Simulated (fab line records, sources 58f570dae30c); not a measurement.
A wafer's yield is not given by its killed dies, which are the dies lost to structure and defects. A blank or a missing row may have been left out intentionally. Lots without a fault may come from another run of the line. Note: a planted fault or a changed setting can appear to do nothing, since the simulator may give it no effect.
Problem report in the 8D (eight disciplines) form, filled by code ; flow berkeley cmos170 ; the parts of the form that need people (team, actions taken, sign-off) are left out

== 1. WHAT WENT WRONG ==
At UCB170_M1_ETCH_11, oes product au averages 1.370 a.u. over 6 wafers from 2 lots, while fault-free wafers read 0.999 a.u., standard deviation 0.024. That is +15 standard deviations from the usual mean.
The step: etches BARC in N2/H2.
First observed at day 11 08:08: wafer L985.1, on rie diel-02. Wafers with a number at this step in the record: 18, from 6 lots. The rule behind "out" and "out of limits": a value lying over 4 standard deviations away from the usual mean. The rest of the wafers with a number are treated as sound.

== 2. WHAT THIS IS AND IS NOT ==
question;is;is not
which readings at this step;oes product au;drypump motor current A, throttle valve pct
which lots;L985, L986;L975, L977, L988, L990
which wafers of those lots;all that have a number;-
read on which tools;rie diel-02;rie diel-01, rie diel-03
when;from day 11 08:08;"up to then (6 sound wafers); but 6 sound wafers of L988, L990 came after"

== 3. SUSPECTS, AND WHAT RULES EACH OUT ==
Counting: any tool at a process step up to the reading is kept as a suspect provided that every lot that is out went through it and no sound lot did after the first of them.
- rie diel-02 at UCB170_M1_ETCH_11 (etches BARC in N2/H2): kept. Every lot that is out went through it, starting with L985 (day 11 08:08), and after that it ran no sound lot; the last sound lot it ran before then is L975 (day 9 04:14). On those wafers its own readings are out: oes product au.
The count leaves rie diel-02 at UCB170_M1_ETCH_11.

== 4. THE CAUSE (what the simulator had put in) ==
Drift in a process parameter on rie diel-02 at UCB170_M1_ETCH_11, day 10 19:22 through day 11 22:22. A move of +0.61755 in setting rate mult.
This tool alone remained once counting was done.

== 5. THE CHAIN OF EFFECTS, in route order ==
Rows list readings where the struck wafers' mean (over those with a number) sits beyond 3 standard deviations from the usual. Readings are gone through only where the record gives a usual standard deviation; hours: the median, over the lots, of the time from a lot's start at the first step in this table giving one to that lot's start at this step; sigmas: the change measured in usual standard deviations.
hours;step;reading;usual;on struck wafers;change;sigmas
0;UCB170_M1_ETCH_11;oes product au;0.999 a.u.;1.370;+0.371;+15
Here are the process steps it includes:
- UCB170_M1_ETCH_11: etches BARC in N2/H2.

== 6. HOW IT WOULD HAVE BEEN CAUGHT EARLIER ==
The fault began at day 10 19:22; the first out-of-limits reading in this record came at day 11 08:08, 13 hours later.
